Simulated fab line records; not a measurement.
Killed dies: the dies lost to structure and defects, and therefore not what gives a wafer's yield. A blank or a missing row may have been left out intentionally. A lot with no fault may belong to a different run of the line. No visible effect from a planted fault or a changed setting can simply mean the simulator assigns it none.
Struck lot and sound lot, side by side / flow berkeleyCmos170 / 14 steps out of a route of 331
Sound: these wafers, L958.3, L958.4, L958.5. Wafers struck: L970.2, L970.4, L970.6. Last of all comes the cause.
At each step with rows: each side's tool, then ch and its chambers, then its first start. Under that, the readings that differ: sound wafers / struck wafers / difference of the means / sigmas: that difference in standard deviations of wafers without a fault.
alike: readings whose means differ by less than 2 such deviations, and words and numbers that are the same on both sides. not compared: withheld readings, readings that some wafer has no value for, bounds like >300 that may hide the same value, and numbers for which the record gives no deviation and whose values overlap.
The two part at a step that has a row with sigmas, a row that says differs or no value, or rows on one side only. Numbers that don't overlap but have no deviation are shown without sigmas and don't part them. Lack of a reading on every wafer of one side parts them only where that side has two or more wafers.

first, 1 step without rows for these wafers: UCB170_GATE_WET_ETCH_00 (etches SiO2 in dHF, time 200 s).
UCB170_FIELD_THK_MEAS_91:
  struck on filmMetro-01, day 10 05:30; sound on filmMetro-04, day 7 17:16
  alike: FIELD_OXIDE_LEFT_2_THK
then, 1 step without rows for these wafers: UCB170_GATE_OXIDATION_01 (target thk 6.6 nm, ox time 1800 s).
UCB170_GATE_THK_MEAS_02:
  struck on filmMetro-02, day 10 10:13; sound on filmMetro-01, day 7 21:20
reading=GATE_OXIDE_THK (nm); sound=6.61 6.69 6.68; struck=6.34 6.50 6.44; difference=-0.23; sigmas=-2
then, 2 steps without rows for these wafers: UCB170_GATE_ANNEAL_03 (time 1800 s); UCB170_GATE_CVD_04 (deposits poly-Si from SiH4, time 1440 s, target thk 214 nm).
UCB170_GATE_THK_MEAS_05:
  struck on filmMetro-03, day 10 18:16; sound on filmMetro-02, day 8 02:05
  alike: GATE_POLY_THK
then, 5 steps without rows for these wafers: UCB170_GATE_COAT_06; UCB170_GATE_COAT_07 (resist thk 900 nm); UCB170_GATE_SOFTBAKE_08 (time 60 s); UCB170_GATE_EXPOSE_09 (exposes mask POLY, target cd 350 nm); UCB170_GATE_PEB_10.
UCB170_GATE_DEVELOP_11: develop time 45 s.
  sound on lithoTrack-02 ch 0, day 8 03:00; struck on lithoTrack-03, day 10 19:00
  no value came back on the struck wafers for chillPlateTempC (C), developTimeS (s), exhaustPa (Pa); on the sound wafers chillPlateTempC (C) reads 23.03 23.02 23.01
reading=model.KrF_of_GATE_COAT_07.thkNm (nm); sound=887.5 886.3 886.8; struck=901.6 899.4 899.1; difference=+13.2; sigmas=
UCB170_GATE_CD_MEAS_12 targets a cd of 350 nm.
  struck on cdSem-02, day 10 20:02; sound on cdSem-01, day 8 03:08
reading=cdNm (nm); sound=349.7 349.3 348.8; struck=- - -; difference=no value on the struck wafers; sigmas=

== WHERE THEY PART ==
At UCB170_GATE_THK_MEAS_02 first; at UCB170_GATE_CD_MEAS_12 last (within this record only).

WHY: the cause the simulator had injected
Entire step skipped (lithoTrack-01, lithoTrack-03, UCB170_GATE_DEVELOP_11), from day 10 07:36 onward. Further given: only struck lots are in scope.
